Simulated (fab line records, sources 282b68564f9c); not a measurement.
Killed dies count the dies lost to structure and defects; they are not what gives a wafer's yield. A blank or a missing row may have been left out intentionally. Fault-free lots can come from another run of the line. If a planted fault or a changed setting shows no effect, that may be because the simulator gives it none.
Struck lot and sound lot, side by side	flow ritCmos	16 steps out of a route of 202
Sound: wafers L157.2, L157.3, L157.5. Wafers L144.2, L144.3, L144.5 were the ones struck. Last of all comes the cause.
For every step that has rows: the tool of each side, followed by ch and its chambers, followed by its first start. Under that, the readings that differ: sound wafers	struck wafers	difference of the means	sigmas: that difference in standard deviations of wafers without a fault.
alike: same words and numbers on both sides, and readings whose means sit less than 2 such deviations apart. not compared: any withheld reading, any reading some wafer has no value for, any bound like >300 that may hide the same value, and any number with overlapping values for which the record gives no deviation.
Wherever a step has rows on one side only, a row that says differs or no value, or a row with sigmas, the two part there. When numbers do not overlap yet have no deviation, they are printed without sigmas and do not part them. A reading that every wafer of one side lacks parts them only if that side has two wafers or more.

RIT_ACTIVE_BOW_MEAS_00:
  sound on filmMetro-03 at day 5 19:01; struck on filmMetro-04 at day 3 02:01
  alike: INCOMING_BOW
then, 1 step without rows for these wafers: RIT_ACTIVE_OXIDATION_01 (target thk 46.8 nm, ox time 3360 s).
RIT_ACTIVE_THK_MEAS_02:
  sound on filmMetro-03 at day 5 21:04; struck on filmMetro-03 at day 3 05:56
  alike: ACTIVE_OXIDE_THK
then, 1 step without rows for these wafers: RIT_ACTIVE_CVD_03 (deposits Si3N4 from SiH2Cl2/NH3, target thk 150 nm, time 1500 s).
RIT_ACTIVE_THK_MEAS_04:
  sound on filmMetro-03 at day 5 23:15; struck on filmMetro-02 at day 3 07:25
  alike: ACTIVE_NITRIDE_THK
then, 1 step without rows for these wafers: RIT_ACTIVE_HMDS_05 (prime time 60 s).
RIT_ACTIVE_COAT_06: resist thk 1000 nm.
  sound on lithoTrack-04 ch 0, day 5 23:28; struck on lithoTrack-01 ch 0, day 3 07:38
reading	sound	struck	difference	sigmas
spinSpeedRpm (rpm)	3250.0 3249.4 3246.8	3476.9 3473.4 3471.6	+225.2	+99 or more
model.NOVOLAK_of_ACTIVE_COAT_06.thkNm (nm)	995.4 998.7 996.7	969.6 970.9 968.5	-27.3	
  alike: exhaustPa, resistLineTempC
then, 4 steps without rows for these wafers: RIT_ACTIVE_SOFTBAKE_07 (time 60 s); RIT_ACTIVE_EXPOSE_08 (exposes mask M1, target cd 1400 nm); RIT_ACTIVE_PEB_09; RIT_ACTIVE_DEVELOP_10 (develop time 50 s).
RIT_ACTIVE_CD_MEAS_11: the cd target is 1400 nm.
  sound on cdSem-02 at day 6 00:10; struck on cdSem-01 at day 3 08:28
  alike: cdNm
then, 1 step without rows for these wafers: RIT_ACTIVE_HARDBAKE_12 (time 60 s).
RIT_ACTIVE_ETCH_13: etches Si3N4 in SF6, stops on SiO2, time 210 s, target depth 210 nm.
  sound on rieDiel-04 ch 0,1,3, day 6 00:25; struck on rieDiel-02 ch 0,2,3, day 3 08:43
reading	sound	struck	difference	sigmas
model.NOVOLAK_of_ACTIVE_COAT_06.thkNm (nm)	653.5 655.1 653.8	626.3 633.5 632.9	-23.2	
  alike: drypumpMotorCurrentA, oesProductAu, throttleValvePct
  not compared: rfHoursCounterH
RIT_ACTIVE_STRIP_14: strips in O2, time 180 s.
  sound on plasmaAsher-04 ch 0,1, day 6 00:33; struck on plasmaAsher-04 ch 0,1, day 3 08:50
  alike: drypumpMotorCurrentA, rfReflPowerW
  not compared: rfHoursCounterH
-- the record jumps here: 2 days lie between the struck wafers' starts before and after (it left off in module ACTIVE and takes up again in module M1, whose first step shown is number 202 of the route) --
RIT_M1_PROBE_99:
  sound on prober-02 at day 7 21:40; struck on prober-01 at day 5 08:51
  alike: killedAtContacts, killedAtFrontEnd, killedDies, killedOpen, killedShort

== WHERE THEY PART ==
Within this record, at RIT_ACTIVE_COAT_06 only. Later steps at which nothing parts them and some readings are alike: RIT_ACTIVE_CD_MEAS_11, RIT_ACTIVE_ETCH_13, RIT_ACTIVE_STRIP_14, RIT_M1_PROBE_99.

WHY: what had been put in by the simulator
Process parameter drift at RIT_ACTIVE_COAT_06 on lithoTrack-01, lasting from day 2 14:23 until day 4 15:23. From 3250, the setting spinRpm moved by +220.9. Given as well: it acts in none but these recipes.
